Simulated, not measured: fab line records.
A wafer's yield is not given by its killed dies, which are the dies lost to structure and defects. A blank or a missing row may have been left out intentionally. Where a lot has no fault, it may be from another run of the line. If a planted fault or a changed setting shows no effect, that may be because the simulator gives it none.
fab line records ; flow rit-cmos
[record] lots = 13; wafers = 39; last-day = 7
route steps=202 shown M1@184
lots with no fault: from the same line, run without faults
start-h: the number of hours between the record's first day and the start of the first shown wafer of the lot ; wait-h: hours from the lot's prior step to this one ; " same as the row above ; L1.1+2: a row that stands for several wafers ; - no value, or no start was given ; * or withheld: withheld ; < > ~ a bound
route shown NAME@n: NAME is a module with steps in the file, n the number in the route of the first one ; usual: mean and standard deviation over wafers with no fault ; same: alike in all rows ; chamber/n: place in a boat ; sites: per-site readings ; _std_site: standard deviation of those values ; _edge_site: the outer-site mean with the inner-site mean subtracted ; radius-mm: how far each site lies from the wafer's centre ; mask NAME#n: copy n ; behind: the tool/chamber that last shaped the wafer ; hold: why the lot went on hold/how many hours it stayed there/how the hold came to an end ; device: names the non-switching transistor (n, p or np) ; end of line: tests of these same wafers at the route's end ; for a step that has no rows: nothing shown but its recipe ; killed: dies lost to structure and defects at the first sort, not the wafer's yield ; map: the dies of a wafer, with x for killed, . for not killed, _ for no die there
set.NAME: the setting that was run; set.NAME@STEP: the one run at that earlier step ; model.NAME: the simulator's own value behind a step, which no gauge read
the route's steps for a sample of lots (tables are steps, rows are wafers)
services: a tool's chamber out of use, with start hour (start-h, from the record's first day; less than 0 if before it), hours out, and reason
[[steps]]
[step RIT_M1_SPUTTER_00]
[recipe] material = Al; target-thk-nm = 400; power-w = 2000; chamber-pressure-pa = 0.4; gas = Ar; time-s = 500; substrate-temp-c = 25
[usual] cathode-dc-power-W = 2000.0/0.35; substrate-temp-c = 25.01/0.11; throttle-valve-pct = 30.1/1.3
lot.wafer;tool;chamber;start-h;wait-h;cathode-dc-power-W;substrate-temp-c;throttle-valve-pct
L185.4;pvd-sputter-03;-;53.27;0.0;1999.9;24.89;30.0
L185.5;pvd-sputter-03;-;53.27;0.0;2000.2;24.97;31.7
L185.6;pvd-sputter-03;-;53.27;0.0;2000.1;24.92;30.0
L186.2;pvd-sputter-02;-;59.71;0.0;2000.4;25.07;28.1
L186.5;pvd-sputter-02;-;59.71;0.0;2000.6;25.01;29.4
L186.6;pvd-sputter-02;-;59.71;0.0;1999.7;24.88;30.0
L187.2;pvd-sputter-03;-;63.41;0.0;1999.7;24.96;31.8
L187.4;pvd-sputter-03;-;63.41;0.0;1999.8;24.97;30.0
L187.5;pvd-sputter-03;-;63.41;0.0;2000.4;25.04;31.2
L188.1;pvd-sputter-02;-;67.53;0.0;2000.1;24.93;29.9
L188.5;pvd-sputter-02;-;67.53;0.0;2000.4;25.11;32.2
L188.6;pvd-sputter-02;-;67.53;0.0;1999.6;25.15;27.8
L189.1;pvd-sputter-03;-;74.26;0.0;804.8;25.04;31.5
L189.4;pvd-sputter-03;-;74.26;0.0;2000.5;24.94;29.9
L189.6;pvd-sputter-03;-;74.26;0.0;1999.9;25.09;31.2
L190.1;pvd-sputter-02;-;82.84;0.0;1999.5;24.88;32.5
L190.4;pvd-sputter-02;-;82.84;0.0;2000.3;25.06;29.8
L190.6;pvd-sputter-02;-;82.84;0.0;2000.5;25.04;29.7
L198.2;pvd-sputter-02;-;119.56;0.0;2000.3;25.09;30.0
L198.4;pvd-sputter-02;-;119.56;0.0;1999.5;25.03;29.9
L198.5;pvd-sputter-02;-;119.56;0.0;1999.9;24.85;28.0
L199.1;pvd-sputter-01;-;128.39;0.0;2000.1;24.94;29.6
L199.3;pvd-sputter-01;-;128.39;0.0;1999.9;24.99;28.3
L199.4;pvd-sputter-01;-;128.39;0.0;1999.6;24.81;30.6
L202.2;pvd-sputter-02;-;143.18;0.0;2000.5;25.09;30.2
L202.5;pvd-sputter-02;-;143.18;0.0;2000.3;25.10;32.3
L202.6;pvd-sputter-02;-;143.18;0.0;2000.0;25.06;27.9
L203.2;pvd-sputter-01;-;146.71;0.0;2000.0;25.07;30.3
L203.4;pvd-sputter-01;-;146.71;0.0;1999.8;24.85;30.5
L203.5;pvd-sputter-01;-;146.71;0.0;2000.1;24.98;30.5
L204.1;pvd-sputter-02;-;150.64;0.0;2000.0;25.21;29.5
L204.2;pvd-sputter-02;-;150.64;0.0;1999.6;24.94;28.0
L204.3;pvd-sputter-02;-;150.64;0.0;1999.1;25.05;32.5
L206.2;pvd-sputter-03;-;160.97;0.0;1999.7;25.00;29.9
L206.3;pvd-sputter-03;-;160.97;0.0;2000.1;25.26;31.3
L206.6;pvd-sputter-03;-;160.97;0.0;2000.1;25.11;31.4
L207.1;pvd-sputter-02;-;167.36;0.0;2000.0;25.10;27.9
L207.2;pvd-sputter-02;-;167.36;0.0;2000.0;25.07;30.2
L207.5;pvd-sputter-02;-;167.36;0.0;1999.7;25.00;27.9
[step RIT_M1_RS_MEAS_01]
[recipe] thk-meas-gauge = four-point-probe; reads = Al_of_M1_SPUTTER_00
[usual] M1_AL_RS = 0.0737/0.00076
lot.wafer;tool;chamber;start-h;wait-h;M1_AL_RS[ohm/sq]
L185.4;film-metro-02;-;53.62;0.2;0.0739
L185.5;film-metro-02;-;53.62;0.2;0.0738
L185.6;film-metro-02;-;53.62;0.2;0.0736
L186.2;film-metro-03;-;60.02;0.2;0.0746
L186.5;film-metro-03;-;60.02;0.2;0.0739
L186.6;film-metro-03;-;60.02;0.2;0.0740
L187.2;film-metro-02;-;63.72;0.2;0.0745
L187.4;film-metro-02;-;63.72;0.2;0.0738
L187.5;film-metro-02;-;63.72;0.2;0.0732
L188.1;film-metro-04;-;67.82;0.1;0.0738
L188.5;film-metro-04;-;67.82;0.1;0.0732
L188.6;film-metro-04;-;67.82;0.1;0.0733
L189.1;film-metro-03;-;74.56;0.1;0.1916
L189.4;film-metro-03;-;74.56;0.1;0.0727
L189.6;film-metro-03;-;74.56;0.1;0.0718
L190.1;film-metro-03;-;83.14;0.1;0.0747
L190.4;film-metro-03;-;83.14;0.1;0.0742
L190.6;film-metro-03;-;83.14;0.1;0.0745
L198.2;film-metro-04;-;119.88;0.2;0.0740
L198.4;film-metro-04;-;119.88;0.2;0.0746
L198.5;film-metro-04;-;119.88;0.2;0.0745
L199.1;film-metro-03;-;128.68;0.1;0.0756
L199.3;film-metro-03;-;128.68;0.1;0.0745
L199.4;film-metro-03;-;128.68;0.1;0.0749
L202.2;film-metro-04;-;143.49;0.2;0.0747
L202.5;film-metro-04;-;143.49;0.2;0.0738
L202.6;film-metro-04;-;143.49;0.2;0.0740
L203.2;film-metro-02;-;147.02;0.2;0.0729
L203.4;film-metro-02;-;147.02;0.2;0.0728
L203.5;film-metro-02;-;147.02;0.2;0.0724
L204.1;film-metro-04;-;150.93;0.1;0.0742
L204.2;film-metro-04;-;150.93;0.1;0.0746
L204.3;film-metro-04;-;150.93;0.1;0.0740
L206.2;film-metro-03;-;161.28;0.2;0.0733
L206.3;film-metro-03;-;161.28;0.2;0.0730
L206.6;film-metro-03;-;161.28;0.2;0.0736
L207.1;film-metro-03;-;167.65;0.1;0.0743
L207.2;film-metro-03;-;167.65;0.1;0.0745
L207.5;film-metro-03;-;167.65;0.1;0.0740
[step RIT_M1_THK_MEAS_02]
[recipe] thk-meas-gauge = xrf; reads = Al_of_M1_SPUTTER_00
[usual] M1_AL_THK = 394/4.6
lot.wafer;tool;chamber;start-h;wait-h;M1_AL_THK[nm]
L185.4;film-metro-02;-;53.71;0.1;392
L185.5;film-metro-02;-;53.71;0.1;392
L185.6;film-metro-02;-;53.71;0.1;395
L186.2;film-metro-03;-;60.13;0.1;389
L186.5;film-metro-03;-;60.13;0.1;395
L186.6;film-metro-03;-;60.13;0.1;394
L187.2;film-metro-02;-;63.83;0.1;389
L187.4;film-metro-02;-;63.83;0.1;394
L187.5;film-metro-02;-;63.83;0.1;396
L188.1;film-metro-04;-;67.94;0.1;393
L188.5;film-metro-04;-;67.94;0.1;397
L188.6;film-metro-04;-;67.94;0.1;394
L189.1;film-metro-03;-;74.68;0.1;159
L189.4;film-metro-03;-;74.68;0.1;402
L189.6;film-metro-03;-;74.68;0.1;406
L190.1;film-metro-03;-;83.26;0.1;392
L190.4;film-metro-03;-;83.26;0.1;393
L190.6;film-metro-03;-;83.26;0.1;392
L198.2;film-metro-04;-;119.99;0.1;387
L198.4;film-metro-04;-;119.99;0.1;387
L198.5;film-metro-04;-;119.99;0.1;387
L199.1;film-metro-03;-;128.80;0.1;388
L199.3;film-metro-03;-;128.80;0.1;392
L199.4;film-metro-03;-;128.80;0.1;390
L202.2;film-metro-04;-;143.60;0.1;384
L202.5;film-metro-04;-;143.60;0.1;392
L202.6;film-metro-04;-;143.60;0.1;390
L203.2;film-metro-02;-;147.13;0.1;395
L203.4;film-metro-02;-;147.13;0.1;398
L203.5;film-metro-02;-;147.13;0.1;399
L204.1;film-metro-04;-;151.05;0.1;390
L204.2;film-metro-04;-;151.05;0.1;388
L204.3;film-metro-04;-;151.05;0.1;389
L206.2;film-metro-03;-;161.39;0.1;399
L206.3;film-metro-03;-;161.39;0.1;399
L206.6;film-metro-03;-;161.39;0.1;395
L207.1;film-metro-03;-;167.77;0.1;391
L207.2;film-metro-03;-;167.77;0.1;388
L207.5;film-metro-03;-;167.77;0.1;393
[step RIT_M1_METAL_ETCH_12]
[recipe] stop-on = SiO2; chemistry = Cl2/BCl3; target = Al; time-s = 165; over-etch-frac = 0.5; pressure-mtorr = 100; target-depth-a = 6000; rf-w = 250; Cl2_flow_sccm = 60; bcl3-flow-sccm = 50
[usual] drypump-motor-current-A = 5.57/0.29; oes-product-au = 0.766/0.012; throttle-valve-pct = 8.33/0.063
lot.wafer;tool;chamber;start-h;wait-h;drypump-motor-current-A;oes-product-au;rf-hours-counter-h;throttle-valve-pct
L185.4;rie-metal-03;0;55.08;0.1;5.72;0.770;-;8.30
L185.5;rie-metal-03;0;55.08;0.1;5.76;0.773;-;8.29
L185.6;rie-metal-03;1;55.08;0.1;5.13;0.780;-;8.31
L186.2;rie-metal-01;1;61.65;0.2;5.87;0.746;-;8.40
L186.5;rie-metal-01;1;61.65;0.2;5.87;0.750;-;8.40
L186.6;rie-metal-01;1;61.65;0.2;5.88;0.751;-;8.40
L187.2;rie-metal-02;0;65.24;0.2;5.51;0.767;34;8.24
L187.4;rie-metal-02;0;65.24;0.2;5.50;0.765;-;8.25
L187.5;rie-metal-02;1;65.24;0.2;5.70;0.784;-;8.40
L188.1;rie-metal-03;1;69.29;0.2;5.11;0.776;4;8.29
L188.5;rie-metal-03;0;69.29;0.2;5.73;0.775;-;8.30
L188.6;rie-metal-03;1;69.29;0.2;5.12;0.784;-;8.32
L189.1;rie-metal-01;1;76.15;0.2;5.88;0.497;1;8.44
L189.4;rie-metal-01;1;76.15;0.2;5.90;0.762;-;8.41
L189.6;rie-metal-01;1;76.15;0.2;5.86;0.758;-;8.41
L190.1;rie-metal-02;1;84.83;0.2;5.68;0.769;35;8.40
L190.4;rie-metal-02;1;84.83;0.2;5.69;0.766;-;8.41
L190.6;rie-metal-02;1;84.83;0.2;5.69;0.774;-;8.39
L198.2;rie-metal-03;0;121.32;0.2;5.70;0.770;5;8.28
L198.4;rie-metal-03;0;121.32;0.2;5.69;0.767;-;8.30
L198.5;rie-metal-03;1;121.32;0.2;5.10;0.768;-;8.31
L199.1;rie-metal-01;1;130.15;0.2;5.89;0.742;2;8.40
L199.3;rie-metal-01;1;130.15;0.2;5.88;0.748;-;8.40
L199.4;rie-metal-01;1;130.15;0.2;5.86;0.744;-;8.40
L202.2;rie-metal-01;1;145.12;0.2;5.87;0.747;-;8.38
L202.5;rie-metal-01;1;145.12;0.2;5.85;0.752;-;8.40
L202.6;rie-metal-01;1;145.12;0.2;5.87;0.746;-;8.42
L203.2;rie-metal-03;1;148.62;0.2;5.11;0.776;-;8.30
L203.4;rie-metal-03;1;148.62;0.2;5.10;0.783;-;8.29
L203.5;rie-metal-03;1;148.62;0.2;5.09;0.782;-;8.30
L204.1;rie-metal-01;0;152.40;0.2;5.23;0.775;1;8.24
L204.2;rie-metal-01;1;152.40;0.2;5.86;0.748;2;8.40
L204.3;rie-metal-01;1;152.40;0.2;5.90;0.753;-;8.40
L206.2;rie-metal-03;0;163.00;0.2;5.72;0.777;5;8.28
L206.3;rie-metal-03;0;163.00;0.2;5.76;0.778;-;8.29
L206.6;rie-metal-03;1;163.00;0.2;5.11;0.769;-;8.31
L207.1;rie-metal-01;1;169.28;0.2;5.90;0.754;3;8.40
L207.2;rie-metal-01;0;169.28;0.2;5.19;0.768;1;8.23
L207.5;rie-metal-01;0;169.28;0.2;5.21;0.775;-;8.24
[step RIT_M1_PROBE_99]
[usual] defect-limited-yield = 97.3/1.1; killed_at_M0_to_M3 = 0.0/0.12; killed-at-contacts = 0.1/0.24; killed-at-front-end = 7.1/3; killed-dies = 7.2/3; killed-open = 3.7/2; killed-short = 3.5/2; sort_bin_3_pad_short = 0.1/0.2; sort_bin_5_function = 1.6/0.73; sort_bin_6_memory = 1.0/0.67; sort-n-pass = 256.8/3; sort-yield-pct = 97.3/1.1
[same] gross-dies = 264; killed_at_M4_up = 0; killed-at-back-side = 0; killed-at-other = 0
lot.wafer;tool;chamber;start-h;wait-h;defect-limited-yield[%];killed_at_M0_to_M3;killed-at-contacts;killed-at-front-end;killed-dies;killed-open;killed-short;sort_bin_3_pad_short[%];sort_bin_5_function[%];sort_bin_6_memory[%];sort-n-pass;sort-yield-pct[%]
L185.4;prober-01;-;57.95;0.2;97.7;0;0;6;6;3;3;0;1.5;0.8;258.0;97.7
L185.5;prober-01;-;58.00;0.2;96.6;0;0;9;9;7;2;0;2.3;1.1;255.0;96.6
L185.6;prober-01;-;58.05;0.2;97.3;0;0;7;7;4;3;0;2.7;0;257.0;97.3
L186.2;prober-02;-;64.63;0.1;95.8;0;0;11;11;6;5;0;3.0;1.1;253.0;95.8
L186.5;prober-02;-;64.78;0.2;97.0;0;0;8;8;4;4;0.4;1.5;1.1;256.0;97.0
L186.6;prober-02;-;64.83;0.2;96.2;0;0;10;10;8;2;0;3.0;0.8;254.0;96.2
L187.2;prober-01;-;67.72;0.1;97.7;0;0;6;6;4;2;0;1.9;0.4;258.0;97.7
L187.4;prober-01;-;67.82;0.2;98.1;0;0;5;5;3;2;0.4;0.8;0.8;259.0;98.1
L187.5;prober-01;-;67.87;0.2;98.5;0;0;4;4;2;2;0;1.5;0;260.0;98.5
L188.1;prober-02;-;72.86;0.1;99.2;0;0;2;2;2;0;0;0.8;0;262.0;99.2
L188.5;prober-02;-;73.06;0.2;98.1;0;1;4;5;3;2;0;1.5;0.4;259.0;98.1
L188.6;prober-02;-;73.11;0.2;99.6;0;0;1;1;1;0;0;0;0.4;263.0;99.6
L189.1;prober-01;-;78.58;0.1;97.7;0;0;6;6;4;2;0.4;0.8;1.1;258.0;97.7
L189.4;prober-01;-;78.73;0.2;97.0;0;0;8;8;5;3;0;1.9;1.1;256.0;97.0
L189.6;prober-01;-;78.83;0.2;97.7;0;0;6;6;3;3;0;1.5;0.8;258.0;97.7
L190.1;prober-02;-;87.43;0.1;96.6;0;0;9;9;1;8;0;2.3;1.1;255.0;96.6
L190.4;prober-02;-;87.58;0.2;97.3;0;0;7;7;5;2;0;1.9;0.8;257.0;97.3
L190.6;prober-02;-;87.68;0.2;96.6;0;0;9;9;4;5;0;2.7;0.8;255.0;96.6
L198.2;prober-02;-;124.44;0.1;97.7;0;0;6;6;2;4;0;1.9;0.4;258.0;97.7
L198.4;prober-02;-;124.54;0.2;96.2;0;0;10;10;5;5;0.4;2.3;1.1;254.0;96.2
L198.5;prober-02;-;124.59;0.2;97.7;0;0;6;6;3;3;0.4;1.1;0.8;258.0;97.7
L199.1;prober-01;-;135.87;0.1;93.2;0;0;18;18;9;9;0.4;3.4;3.0;246.0;93.2
L199.3;prober-01;-;135.97;0.2;97.7;0;0;6;6;4;2;0;1.5;0.8;258.0;97.7
L199.4;prober-01;-;136.02;0.2;98.9;0;1;2;3;2;1;0;0.4;0.8;261.0;98.9
L202.2;prober-02;-;148.40;0.1;97.3;0;0;7;7;4;3;0;2.3;0.4;257.0;97.3
L202.5;prober-02;-;148.55;0.2;98.9;0;0;3;3;2;1;0.4;0.4;0.4;261.0;98.9
L202.6;prober-02;-;148.60;0.2;97.3;0;0;7;7;3;4;0;1.9;0.8;257.0;97.3
L203.2;prober-01;-;151.11;0.1;98.9;0;0;3;3;3;0;0;1.1;0;261.0;98.9
L203.4;prober-01;-;151.21;0.2;96.6;0;0;9;9;4;5;0;2.3;1.1;255.0;96.6
L203.5;prober-01;-;151.26;0.2;98.1;0;0;5;5;4;1;0;1.5;0.4;259.0;98.1
L204.1;prober-02;-;155.18;0.1;97.7;0;0;6;6;2;4;0.4;0.4;1.5;258.0;97.7
L204.2;prober-02;-;155.23;0.1;95.8;0;1;10;11;6;5;0;2.7;1.5;253.0;95.8
L204.3;prober-02;-;155.28;0.2;97.3;0;0;7;7;3;4;0;1.1;1.5;257.0;97.3
L206.2;prober-02;-;165.50;0.1;97.0;0;0;8;8;6;2;0;1.1;1.9;256.0;97.0
L206.3;prober-02;-;165.55;0.2;96.6;1;0;8;9;5;4;0;0.4;3.0;255.0;96.6
L206.6;prober-02;-;165.70;0.2;97.3;0;0;7;7;2;5;0;1.9;0.8;257.0;97.3
L207.1;prober-01;-;171.55;0.1;97.3;1;0;6;7;4;3;0;1.5;1.1;257.0;97.3
L207.2;prober-01;-;171.60;0.1;96.6;0;0;9;9;6;3;0;1.9;1.5;255.0;96.6
L207.5;prober-01;-;171.75;0.2;97.3;0;0;7;7;5;2;0;1.9;0.8;257.0;97.3
// killed by level:class
L185.4 GATE:geometric-particle:open=2 FOX1:geometric-particle:short=1 FOX2:geometric-particle:open=1 GATE:geometric-particle:short=1 REOX:geometric-particle:short=1
L185.5 GATE:geometric-particle:open=4 FOX2:geometric-particle:open=3 REOX:geometric-particle:short=1 SPACER:geometric-particle:short=1
L185.6 FOX1:geometric-particle:open=2 FOX2:geometric-particle:open=1 REOX:geometric-particle:short=1 REOX:geometric-particle:open=1 SPACER:geometric-particle:short=1 SILICIDE:geometric-particle:short=1
L186.2 GATE:geometric-particle:short=3 GATE:geometric-particle:open=3 FOX1:geometric-particle:open=2 FOX1:geometric-particle:short=2 SPACER:geometric-particle:open=1
L186.5 GATE:geometric-particle:short=2 FOX1:geometric-particle:short=1 FOX1:geometric-particle:open=1 GATE:geometric-particle:open=1 REOX:geometric-particle:open=1 SPACER:geometric-particle:open=1 SILICIDE:geometric-particle:short=1
L186.6 GATE:geometric-particle:open=3 FOX1:geometric-particle:open=2 SPACER:geometric-particle:open=2 FOX1:geometric-particle:short=1 FOX2:geometric-particle:open=1 SPACER:geometric-particle:short=1
L187.2 GATE:geometric-particle:open=2 FOX2:geometric-particle:open=1 SPACER:geometric-particle:short=1 SILICIDE:geometric-particle:open=1 SILICIDE:geometric-particle:short=1
L187.4 GATE:geometric-particle:open=2 FOX2:geometric-particle:short=1 SPACER:geometric-particle:open=1 SILICIDE:geometric-particle:short=1
L187.5 GATE:geometric-particle:open=2 FOX1:geometric-particle:short=1 GATE:geometric-particle:short=1
L188.1 GATE:geometric-particle:open=1 SPACER:geometric-particle:open=1
L188.5 FOX1:geometric-particle:open=2 GATE:geometric-particle:short=1 SILICIDE:geometric-particle:open=1 CONTACT:geometric-particle:short=1
L188.6 FOX1:geometric-particle:open=1
L189.1 GATE:geometric-particle:short=2 GATE:geometric-particle:open=2 SILICIDE:geometric-particle:open=2
L189.4 GATE:geometric-particle:open=4 GATE:geometric-particle:short=3 REOX:geometric-particle:open=1
L189.6 GATE:geometric-particle:short=3 FOX1:geometric-particle:open=1 GATE:geometric-particle:open=1 SPACER:geometric-particle:open=1
L190.1 GATE:geometric-particle:short=4 SPACER:geometric-particle:short=2 FOX2:geometric-particle:short=1 SILICIDE:geometric-particle:short=1 SILICIDE:geometric-particle:open=1
L190.4 SPACER:geometric-particle:open=4 GATE:geometric-particle:short=2 FOX2:geometric-particle:open=1
L190.6 GATE:geometric-particle:short=3 GATE:geometric-particle:open=2 FOX1:geometric-particle:short=1 REOX:geometric-particle:open=1 SPACER:geometric-particle:short=1 SPACER:geometric-particle:open=1
L198.2 GATE:geometric-particle:short=2 SPACER:geometric-particle:short=2 GATE:geometric-particle:open=1 SILICIDE:geometric-particle:open=1
L198.4 REOX:geometric-particle:short=3 GATE:geometric-particle:short=2 REOX:geometric-particle:open=2 FOX1:geometric-particle:open=1 FOX2:geometric-particle:open=1 GATE:geometric-particle:open=1
L198.5 GATE:geometric-particle:open=2 FOX1:geometric-particle:short=1 GATE:geometric-particle:short=1 REOX:geometric-particle:short=1 SILICIDE:geometric-particle:open=1
L199.1 GATE:geometric-particle:open=6 GATE:geometric-particle:short=4 FOX1:geometric-particle:open=2 FOX1:geometric-particle:short=2 FOX2:geometric-particle:open=1 REOX:geometric-particle:short=1 SPACER:geometric-particle:short=1 SILICIDE:geometric-particle:short=1
L199.3 GATE:geometric-particle:open=2 FOX1:geometric-particle:open=1 FOX2:geometric-particle:open=1 GATE:geometric-particle:short=1 SILICIDE:geometric-particle:short=1
L199.4 GATE:geometric-particle:open=1 GATE:geometric-particle:short=1 CONTACT:geometric-particle:open=1
L202.2 GATE:geometric-particle:short=2 FOX2:geometric-particle:open=1 FOX2:geometric-particle:short=1 GATE:geometric-particle:open=1 SPACER:geometric-particle:open=1 SILICIDE:geometric-particle:open=1
L202.5 GATE:geometric-particle:short=1 REOX:geometric-particle:open=1 SILICIDE:geometric-particle:open=1
L202.6 SILICIDE:geometric-particle:short=2 FOX1:geometric-particle:open=1 FOX2:geometric-particle:open=1 REOX:geometric-particle:open=1 REOX:geometric-particle:short=1 SPACER:geometric-particle:short=1
L203.2 SILICIDE:geometric-particle:open=2 GATE:geometric-particle:open=1
L203.4 GATE:geometric-particle:open=3 REOX:geometric-particle:short=2 GATE:geometric-particle:short=1 REOX:geometric-particle:open=1 SPACER:geometric-particle:short=1 SILICIDE:geometric-particle:short=1
L203.5 FOX2:geometric-particle:open=1 GATE:geometric-particle:open=1 SPACER:geometric-particle:open=1 SPACER:geometric-particle:short=1 SILICIDE:geometric-particle:open=1
L204.1 REOX:geometric-particle:short=2 FOX2:geometric-particle:open=1 GATE:geometric-particle:short=1 SPACER:geometric-particle:open=1 SPACER:geometric-particle:short=1
L204.2 GATE:geometric-particle:open=4 GATE:geometric-particle:short=2 ACTIVE:geometric-particle:short=1 FOX1:geometric-particle:short=1 FOX1:geometric-particle:open=1 SPACER:geometric-particle:short=1 CONTACT:geometric-particle:open=1
L204.3 GATE:geometric-particle:short=2 GATE:geometric-particle:open=2 SPACER:geometric-particle:short=1 SILICIDE:geometric-particle:open=1 SILICIDE:geometric-particle:short=1
L206.2 GATE:geometric-particle:open=3 FOX1:geometric-particle:short=1 GATE:geometric-particle:short=1 REOX:geometric-particle:open=1 SPACER:geometric-particle:open=1 SILICIDE:geometric-particle:open=1
L206.3 GATE:geometric-particle:open=2 REOX:geometric-particle:open=2 REOX:geometric-particle:short=2 FOX1:geometric-particle:short=1 SPACER:geometric-particle:short=1 M1:geometric-particle:open=1
L206.6 FOX1:geometric-particle:short=2 REOX:geometric-particle:short=2 FOX2:geometric-particle:open=1 GATE:geometric-particle:short=1 REOX:geometric-particle:open=1
L207.1 SILICIDE:geometric-particle:open=2 GATE:geometric-particle:short=1 GATE:geometric-particle:open=1 SPACER:geometric-particle:short=1 SPACER:geometric-particle:open=1 M1:geometric-particle:short=1
L207.2 GATE:geometric-particle:open=4 GATE:geometric-particle:short=2 REOX:geometric-particle:short=1 REOX:geometric-particle:open=1 SILICIDE:geometric-particle:open=1
L207.5 GATE:geometric-particle:open=4 GATE:geometric-particle:short=1 SPACER:geometric-particle:short=1 SILICIDE:geometric-particle:open=1
[[services]]
tool;chamber;start-h;hours;kind
rie-metal-02;0;31.76;3.2;repair
rie-metal-01;0;51.62;98.0;repair
pvd-sputter-02;-;85.74;2.0;repair
rie-metal-02;-;88.11;0.9;repair
rie-metal-01;1;103.93;26.2;repair
rie-metal-02;-;136.12;20.0;pm
rie-metal-02;0;136.12;20.0;vent-cycle
rie-metal-02;1;136.12;20.0;vent-cycle
rie-metal-03;0;147.91;1.3;repair
pvd-sputter-01;-;152.01;19.6;repair
rie-metal-03;-;153.22;1.5;repair
pvd-sputter-02;-;154.25;9.3;repair
rie-metal-02;0;156.12;-;clean
rie-metal-02;1;156.12;-;clean
[[key]]
[first-sign] step = RIT_M1_SPUTTER_00; reading = cathode-dc-power-W; direction = down; sigmas = 99+; usual = 2000.0; struck = 804.8
[effect] step = RIT_M1_RS_MEAS_01; reading = M1_AL_RS; direction = up; sigmas = 99+; usual = 0.0737; struck = 0.1916
[effect] step = RIT_M1_THK_MEAS_02; reading = M1_AL_THK; direction = down; sigmas = 51; usual = 394; struck = 159
[effect] step = RIT_M1_METAL_ETCH_12; reading = oes-product-au; direction = down; sigmas = 22; usual = 0.766; struck = 0.497
met-at RIT_M1_SPUTTER_00
struck-lots L189
struck-wafers L189.1
onset-between 63.41 74.26
[fault] kind = process-parameter-drift; tool = pvd-sputter-03; chamber = -; onset-h = 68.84; steps = RIT_M1_SPUTTER_00; channel = power-w; offset = -1195.6; shape = step; end-h = 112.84; acts-in = these-recipes-only; stated = 2000; scope = struck-wafers-only
